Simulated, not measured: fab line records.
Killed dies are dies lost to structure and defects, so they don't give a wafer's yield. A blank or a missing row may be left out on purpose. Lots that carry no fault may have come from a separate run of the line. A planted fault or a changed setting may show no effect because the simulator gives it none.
fab line records ; flow rit-cmos
record: lots: 14; wafers: 42; last-day: 7
route steps=202 shown PWELL@47 GATE@83 SILICIDE@163 CONTACT@177 M1@202
lots that met no fault: from a run of the same line without faults
start-h: the number of hours between the record's first day and the start of the first shown wafer of the lot ; wait-h: hours since the lot's step before ; " unchanged from the row above ; L1.1+2: a row that stands for several wafers ; - either no value or no given start ; * or withheld: withheld ; < > ~ a bound
route shown NAME@n: names a module that has steps shown in the file, with the first one's number in the route ; usual: mean and standard deviation over wafers with no fault ; same: alike in all rows ; chamber/n: place in a boat ; sites: the reading at each site ; _std_site: standard deviation across them ; _edge_site: outer sites' mean less inner sites' ; radius-mm: how far each site lies from the wafer's centre ; mask NAME#n: copy n ; behind: the most recent tool/chamber to have shaped the wafer ; hold: reason for holding the lot/hours on hold/outcome of the hold ; device: the transistor (n, p or np) that didn't switch ; end of line: at the end of the route, the tests of the same wafers ; a step given without rows: its recipe and nothing more ; killed: not the wafer's yield, but the dies lost to structure and defects at the first sort ; map: the dies of a wafer, with x for killed, . for not killed, _ for no die there
set.NAME: the run value of the setting; set.NAME@STEP: its run value at that earlier step ; model.NAME: the simulator's own value behind a step, which no gauge read
steps of the route over a sample of lots; a table a step, a row a wafer
services: the hour from which a tool's chamber was out of use, counted from the record's first day as start-h (under 0 if before that day), plus the number of hours and why
== steps ==
step: RIT_PWELL_IMPLANT_08
recipe: species: B; energy-kev: 170; dose-cm2: 7e+13; tilt-deg: 7.331
usual: beam-energy-keV: 169.99/0.054; beam-on-s: 10.00/0.21
lot.wafer;tool;chamber;start-h;wait-h;beam-energy-keV;beam-on-s
L168.2;implanter-01;0;22.14;0.2;169.97;9.55
L168.4;implanter-01;0;22.14;0.2;169.93;9.82
L168.5;implanter-01;0;22.14;0.2;169.96;10.04
L169.3;implanter-04;0;27.17;0.2;169.96;9.86
L169.5;implanter-04;0;27.17;0.2;169.96;10.05
L169.6;implanter-04;0;27.17;0.2;170.07;9.92
L170.1;implanter-01;0;32.96;0.2;170.00;9.84
L170.4;implanter-01;0;32.96;0.2;170.03;10.04
L170.5;implanter-01;0;32.96;0.2;170.12;9.96
L171.1;implanter-01;0;37.92;0.2;169.95;10.16
L171.3;implanter-01;0;37.92;0.2;170.03;9.55
L171.6;implanter-01;0;37.92;0.2;170.04;10.00
L172.2;implanter-04;0;42.32;0.2;169.93;10.05
L172.5;implanter-04;0;42.32;0.2;170.01;10.05
L172.6;implanter-04;0;42.32;0.2;169.95;9.90
L174.1;implanter-01;0;52.27;0.2;170.08;9.89
L174.4;implanter-01;0;52.27;0.2;170.06;10.00
L174.6;implanter-01;0;52.27;0.2;170.08;9.95
L176.2;implanter-01;0;62.90;0.2;170.02;9.96
L176.3;implanter-01;0;62.90;0.2;170.01;9.72
L176.4;implanter-01;0;62.90;0.2;170.00;9.92
L178.3;implanter-02;0;72.97;0.2;169.89;10.08
L178.4;implanter-02;0;72.97;0.2;169.93;10.00
L178.6;implanter-02;0;72.97;0.2;170.00;9.97
L179.1;implanter-02;0;77.74;0.2;170.02;10.05
L179.2;implanter-02;0;77.74;0.2;170.12;10.05
L179.5;implanter-02;0;77.74;0.2;169.98;9.73
L181.2;implanter-04;0;87.24;0.2;169.96;9.85
L181.4;implanter-04;0;87.24;0.2;169.99;10.00
L181.6;implanter-04;0;87.24;0.2;170.04;10.12
L182.1;implanter-01;0;92.34;0.2;170.00;9.72
L182.2;implanter-01;0;92.34;0.2;170.03;10.21
L182.5;implanter-01;0;92.34;0.2;169.97;10.21
L186.1;implanter-01;0;112.26;0.2;157.82;10.22
L186.3;implanter-01;0;112.26;0.2;157.72;10.10
L186.4;implanter-01;0;112.26;0.2;157.82;10.21
L187.1;implanter-04;0;119.84;0.2;169.97;9.99
L187.2;implanter-04;0;119.84;0.2;169.98;9.83
L187.6;implanter-04;0;119.84;0.2;169.97;10.44
L191.2;implanter-01;0;139.48;0.2;157.83;10.03
L191.3;implanter-01;0;139.48;0.2;157.79;9.74
L191.4;implanter-01;0;139.48;0.2;157.83;10.34
step: RIT_WELLDRIVE_RS_MEAS_02
recipe: thk-meas-gauge: four-point-probe
usual: PWELL_RS: 429.5/1.2
lot.wafer;tool;chamber;start-h;wait-h;PWELL_RS[ohm/sq]
L168.2;film-metro-03;-;28.40;0.1;429.3
L168.4;film-metro-03;-;28.40;0.1;429.1
L168.5;film-metro-03;-;28.40;0.1;429.3
L169.3;film-metro-04;-;32.75;0.1;432.3
L169.5;film-metro-04;-;32.75;0.1;432.3
L169.6;film-metro-04;-;32.75;0.1;430.9
L170.1;film-metro-04;-;38.55;0.1;428.7
L170.4;film-metro-04;-;38.55;0.1;428.7
L170.5;film-metro-04;-;38.55;0.1;429.7
L171.1;film-metro-04;-;43.51;0.1;429.1
L171.3;film-metro-04;-;43.51;0.1;428.7
L171.6;film-metro-04;-;43.51;0.1;428.4
L172.2;film-metro-03;-;48.53;0.1;429.1
L172.5;film-metro-03;-;48.53;0.1;429.4
L172.6;film-metro-03;-;48.53;0.1;429.0
L174.1;film-metro-02;-;57.85;0.1;430.9
L174.4;film-metro-02;-;57.85;0.1;430.1
L174.6;film-metro-02;-;57.85;0.1;430.4
L176.2;film-metro-02;-;68.48;0.1;429.4
L176.3;film-metro-02;-;68.48;0.1;429.7
L176.4;film-metro-02;-;68.48;0.1;431.3
L178.3;film-metro-04;-;78.62;0.1;428.3
L178.4;film-metro-04;-;78.62;0.1;428.1
L178.6;film-metro-04;-;78.62;0.1;427.3
L179.1;film-metro-04;-;83.33;0.1;429.2
L179.2;film-metro-04;-;83.33;0.1;429.0
L179.5;film-metro-04;-;83.33;0.1;428.6
L181.2;film-metro-02;-;93.67;0.1;431.2
L181.4;film-metro-02;-;93.67;0.1;429.9
L181.6;film-metro-02;-;93.67;0.1;430.5
L182.1;film-metro-03;-;97.93;0.1;426.8
L182.2;film-metro-03;-;97.93;0.1;427.8
L182.5;film-metro-03;-;97.93;0.1;426.7
L186.1;film-metro-03;-;118.18;0.1;432.1
L186.3;film-metro-03;-;118.18;0.1;433.7
L186.4;film-metro-03;-;118.18;0.1;432.9
L187.1;film-metro-02;-;125.81;0.1;428.9
L187.2;film-metro-02;-;125.81;0.1;431.6
L187.6;film-metro-02;-;125.81;0.1;431.4
L191.2;film-metro-03;-;145.38;0.1;433.0
L191.3;film-metro-03;-;145.38;0.1;433.2
L191.4;film-metro-03;-;145.38;0.1;433.4
step: RIT_GATE_THK_MEAS_07
recipe: reads: SiO2_of_GATE_OXIDATION_05
usual: GATE_OXIDE_THK: 3.05/0.057
lot.wafer;tool;chamber;start-h;wait-h;GATE_OXIDE_THK[nm]
L168.2;film-metro-01;-;33.42;0.0;2.97
L168.4;film-metro-01;-;33.42;0.0;2.98
L168.5;film-metro-01;-;33.42;0.0;2.99
L169.3;film-metro-04;-;37.88;0.0;2.95
L169.5;film-metro-04;-;37.88;0.0;3.03
L169.6;film-metro-04;-;37.88;0.0;3.03
L170.1;film-metro-04;-;44.69;0.0;3.00
L170.4;film-metro-04;-;44.69;0.0;3.03
L170.5;film-metro-04;-;44.69;0.0;2.93
L171.1;film-metro-04;-;48.81;0.0;3.14
L171.3;film-metro-04;-;48.81;0.0;3.12
L171.6;film-metro-04;-;48.81;0.0;3.09
L172.2;film-metro-01;-;53.67;0.0;3.04
L172.5;film-metro-01;-;53.67;0.0;3.10
L172.6;film-metro-01;-;53.67;0.0;3.08
L174.1;film-metro-01;-;62.90;0.0;3.10
L174.4;film-metro-01;-;62.90;0.0;3.11
L174.6;film-metro-01;-;62.90;0.0;3.14
L176.2;film-metro-02;-;73.63;0.0;3.10
L176.3;film-metro-02;-;73.63;0.0;3.01
L176.4;film-metro-02;-;73.63;0.0;3.03
L178.3;film-metro-04;-;83.75;0.0;3.03
L178.4;film-metro-04;-;83.75;0.0;2.99
L178.6;film-metro-04;-;83.75;0.0;3.06
L179.1;film-metro-04;-;88.48;0.0;3.01
L179.2;film-metro-04;-;88.48;0.0;3.09
L179.5;film-metro-04;-;88.48;0.0;3.07
L181.2;film-metro-04;-;98.97;0.0;3.02
L181.4;film-metro-04;-;98.97;0.0;3.12
L181.6;film-metro-04;-;98.97;0.0;3.12
L182.1;film-metro-04;-;105.18;0.0;3.06
L182.2;film-metro-04;-;105.18;0.0;2.96
L182.5;film-metro-04;-;105.18;0.0;3.08
L186.1;film-metro-04;-;125.65;0.0;3.03
L186.3;film-metro-04;-;125.65;0.0;3.04
L186.4;film-metro-04;-;125.65;0.0;3.06
L187.1;film-metro-04;-;132.84;0.0;2.97
L187.2;film-metro-04;-;132.84;0.0;2.96
L187.6;film-metro-04;-;132.84;0.0;2.99
L191.2;film-metro-01;-;151.73;0.0;3.07
L191.3;film-metro-01;-;151.73;0.0;3.16
L191.4;film-metro-01;-;151.73;0.0;3.05
step: RIT_SILICIDE_RS_MEAS_02
recipe: thk-meas-gauge: four-point-probe; reads: Ti_of_SILICIDE_SPUTTER_01
usual: SILICIDE_TI_RS: 46.0/0.51
lot.wafer;tool;chamber;start-h;wait-h;SILICIDE_TI_RS[ohm/sq]
L168.2;film-metro-04;-;49.45;0.1;46.1
L168.4;film-metro-04;-;49.45;0.1;46.4
L168.5;film-metro-04;-;49.45;0.1;45.8
L169.3;film-metro-04;-;54.53;0.1;45.4
L169.5;film-metro-04;-;54.53;0.1;45.4
L169.6;film-metro-04;-;54.53;0.1;45.3
L170.1;film-metro-04;-;60.95;0.1;46.5
L170.4;film-metro-04;-;60.95;0.1;46.1
L170.5;film-metro-04;-;60.95;0.1;45.9
L171.1;film-metro-01;-;65.86;0.1;46.1
L171.3;film-metro-01;-;65.86;0.1;46.0
L171.6;film-metro-01;-;65.86;0.1;46.2
L172.2;film-metro-02;-;71.63;0.1;45.7
L172.5;film-metro-02;-;71.63;0.1;45.2
L172.6;film-metro-02;-;71.63;0.1;45.7
L174.1;film-metro-04;-;79.39;0.1;46.8
L174.4;film-metro-04;-;79.39;0.1;46.6
L174.6;film-metro-04;-;79.39;0.1;46.1
L176.2;film-metro-04;-;90.99;0.1;47.0
L176.3;film-metro-04;-;90.99;0.1;46.8
L176.4;film-metro-04;-;90.99;0.1;46.9
L178.3;film-metro-02;-;100.15;0.1;46.3
L178.4;film-metro-02;-;100.15;0.1;46.3
L178.6;film-metro-02;-;100.15;0.1;46.3
L179.1;film-metro-01;-;104.90;0.1;45.7
L179.2;film-metro-01;-;104.90;0.1;46.2
L179.5;film-metro-01;-;104.90;0.1;46.5
L181.2;film-metro-04;-;116.31;0.1;46.5
L181.4;film-metro-04;-;116.31;0.1;46.0
L181.6;film-metro-04;-;116.31;0.1;45.6
L182.1;film-metro-04;-;121.36;0.1;46.5
L182.2;film-metro-04;-;121.36;0.1;45.9
L182.5;film-metro-04;-;121.36;0.1;46.3
L186.1;film-metro-01;-;142.12;0.1;46.8
L186.3;film-metro-01;-;142.12;0.1;46.4
L186.4;film-metro-01;-;142.12;0.1;46.4
L187.1;film-metro-01;-;150.97;0.1;45.9
L187.2;film-metro-01;-;150.97;0.1;46.0
L187.6;film-metro-01;-;150.97;0.1;45.9
L191.2;film-metro-02;-;167.74;0.1;45.7
L191.3;film-metro-02;-;167.74;0.1;45.7
L191.4;film-metro-02;-;167.74;0.1;46.0
step: RIT_CONTACT_OVL_MEAS_09
usual: CONTACT_OVL: 1.5/1.8
lot.wafer;tool;chamber;start-h;wait-h;CONTACT_OVL[nm]
L168.2;overlay-01;-;50.99;0.1;0.7
L168.4;overlay-01;-;50.99;0.1;-0.7
L168.5;overlay-01;-;50.99;0.1;0.4
L169.3;overlay-02;-;56.05;0.1;1.5
L169.5;overlay-02;-;56.05;0.1;1.6
L169.6;overlay-02;-;56.05;0.1;-0.1
L170.1;overlay-01;-;62.50;0.1;-0.7
L170.4;overlay-01;-;62.50;0.1;0.5
L170.5;overlay-01;-;62.50;0.1;-1.8
L171.1;overlay-01;-;67.53;0.1;2.4
L171.3;overlay-01;-;67.53;0.1;3.7
L171.6;overlay-01;-;67.53;0.1;2.5
L172.2;overlay-02;-;73.17;0.1;3.1
L172.5;overlay-02;-;73.17;0.1;3.6
L172.6;overlay-02;-;73.17;0.1;2.4
L174.1;overlay-02;-;80.94;0.1;0.5
L174.4;overlay-02;-;80.94;0.1;2.5
L174.6;overlay-02;-;80.94;0.1;-0.7
L176.2;overlay-01;-;92.58;0.1;3.1
L176.3;overlay-01;-;92.58;0.1;3.1
L176.4;overlay-01;-;92.58;0.1;3.2
L178.3;overlay-01;-;101.70;0.1;2.9
L178.4;overlay-01;-;101.70;0.1;2.3
L178.6;overlay-01;-;101.70;0.1;3.8
L179.1;overlay-02;-;106.48;0.1;2.5
L179.2;overlay-02;-;106.48;0.1;1.7
L179.5;overlay-02;-;106.48;0.1;2.3
L181.2;overlay-02;-;117.97;0.1;1.6
L181.4;overlay-02;-;117.97;0.1;2.6
L181.6;overlay-02;-;117.97;0.1;2.1
L182.1;overlay-02;-;123.04;0.1;1.2
L182.2;overlay-02;-;123.04;0.1;0.5
L182.5;overlay-02;-;123.04;0.1;1.4
L186.1;overlay-02;-;143.84;0.1;6.0
L186.3;overlay-02;-;143.84;0.1;6.0
L186.4;overlay-02;-;143.84;0.1;6.1
L187.1;overlay-01;-;152.52;0.1;-0.3
L187.2;overlay-01;-;152.52;0.1;-0.4
L187.6;overlay-01;-;152.52;0.1;0.0
L191.2;overlay-01;-;169.28;0.1;-2.3
L191.3;overlay-01;-;169.28;0.1;-1.4
L191.4;overlay-01;-;169.28;0.1;-2.1
step: RIT_M1_PROBE_99
usual: killed_at_M0_to_M3: 0.0/0.16; killed-at-contacts: 0.1/0.25; killed-at-front-end: 7/3.1; killed-dies: 7/3.1; killed-open: 3.6/2; killed-short: 3.5/2
same: gross-dies: 264; killed_at_M4_up: 0; killed-at-back-side: 0; killed-at-other: 0
lot.wafer;tool;chamber;start-h;wait-h;killed_at_M0_to_M3;killed-at-contacts;killed-at-front-end;killed-dies;killed-open;killed-short
L179.1;prober-01;-;113.02;0.1;0;0;6;6;2;4
L179.2;prober-01;-;113.07;0.1;1;0;10;11;3;8
L179.5;prober-01;-;113.22;0.2;0;0;8;8;5;3
L181.2;prober-01;-;123.18;0.1;0;0;8;8;4;4
L181.4;prober-01;-;123.28;0.2;0;0;9;9;5;4
L181.6;prober-01;-;123.38;0.2;0;0;6;6;3;3
L191.2;prober-01;-;174.38;0.1;0;0;7;7;4;3
L191.3;prober-01;-;174.43;0.2;0;0;5;5;3;2
L191.4;prober-01;-;174.48;0.2;0;0;6;6;3;3
killed by level:class
L179.1 FOX1:geometric-particle:open=2 FOX1:geometric-particle:short=1 GATE:geometric-particle:short=1 REOX:geometric-particle:short=1 SILICIDE:geometric-particle:short=1
L179.2 SPACER:geometric-particle:short=3 FOX1:geometric-particle:open=2 SILICIDE:geometric-particle:short=2 GATE:geometric-particle:short=1 REOX:geometric-particle:short=1 SPACER:geometric-particle:open=1 M1:geometric-particle:short=1
L179.5 GATE:geometric-particle:open=2 SILICIDE:geometric-particle:short=1 FOX2:geometric-particle:open=1 GATE:geometric-particle:short=1 REOX:geometric-particle:open=1 SPACER:geometric-particle:short=1 SPACER:geometric-particle:open=1
L181.2 GATE:geometric-particle:short=2 GATE:geometric-particle:open=2 FOX1:geometric-particle:open=1 REOX:geometric-particle:short=1 SILICIDE:geometric-particle:short=1 SILICIDE:geometric-particle:open=1
L181.4 GATE:geometric-particle:open=2 REOX:geometric-particle:short=2 FOX1:geometric-particle:open=1 FOX2:geometric-particle:short=1 GATE:geometric-particle:short=1 REOX:geometric-particle:open=1 SILICIDE:geometric-particle:open=1
L181.6 GATE:geometric-particle:open=2 GATE:geometric-particle:short=1 REOX:geometric-particle:open=1 REOX:geometric-particle:short=1 SILICIDE:geometric-particle:short=1
L191.2 GATE:geometric-particle:open=2 SPACER:geometric-particle:short=2 FOX1:geometric-particle:open=1 SPACER:geometric-particle:open=1 SILICIDE:geometric-particle:short=1
L191.3 FOX1:geometric-particle:open=1 GATE:geometric-particle:open=1 SPACER:geometric-particle:short=1 SILICIDE:geometric-particle:short=1 SILICIDE:geometric-particle:open=1
L191.4 FOX1:geometric-particle:short=1 FOX1:geometric-particle:open=1 GATE:geometric-particle:open=1 GATE:geometric-particle:short=1 REOX:geometric-particle:open=1 SPACER:geometric-particle:short=1
== services ==
tool;chamber;start-h;hours;kind
implanter-02;-;24.46;19.6;repair
implanter-02;-;44.18;7.1;repair
implanter-01;-;51.37;0.6;repair
implanter-04;-;77.54;1.0;repair
implanter-04;-;81.70;2.8;repair
implanter-02;-;89.40;6.8;repair
implanter-02;-;94.09;1.1;repair
implanter-02;-;134.38;5.2;pm
== key ==
first-sign: step: RIT_PWELL_IMPLANT_08; reading: beam-energy-keV; direction: down; sigmas: 99+; usual: 169.99; struck: 157.80
effect: step: RIT_WELLDRIVE_RS_MEAS_02; reading: PWELL_RS; direction: up; sigmas: 2.9; usual: 429.5; struck: 433.1
met-at RIT_PWELL_IMPLANT_08
struck-lots L186,L191
tester-left-out L186,L191
not-acting-at RIT_GATE_THK_MEAS_07,RIT_SILICIDE_RS_MEAS_02,RIT_CONTACT_OVL_MEAS_09
onset-between 92.34 112.26
fault: kind: process-parameter-drift; tool: implanter-01; chamber: -; onset-h: 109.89; steps: RIT_PWELL_IMPLANT_08; channel: energy-kev; offset: -12.191; shape: step; end-h: 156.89; acts-in: these-recipes-only; stated: 170
tester-left-out: of these lots the tester's yield and bins aren't shown, on N5 and GAA mostly nor the transistor test; their killed dies are dies lost to structure and defects alone, not to doping, threshold or leakage, so they don't give the yield
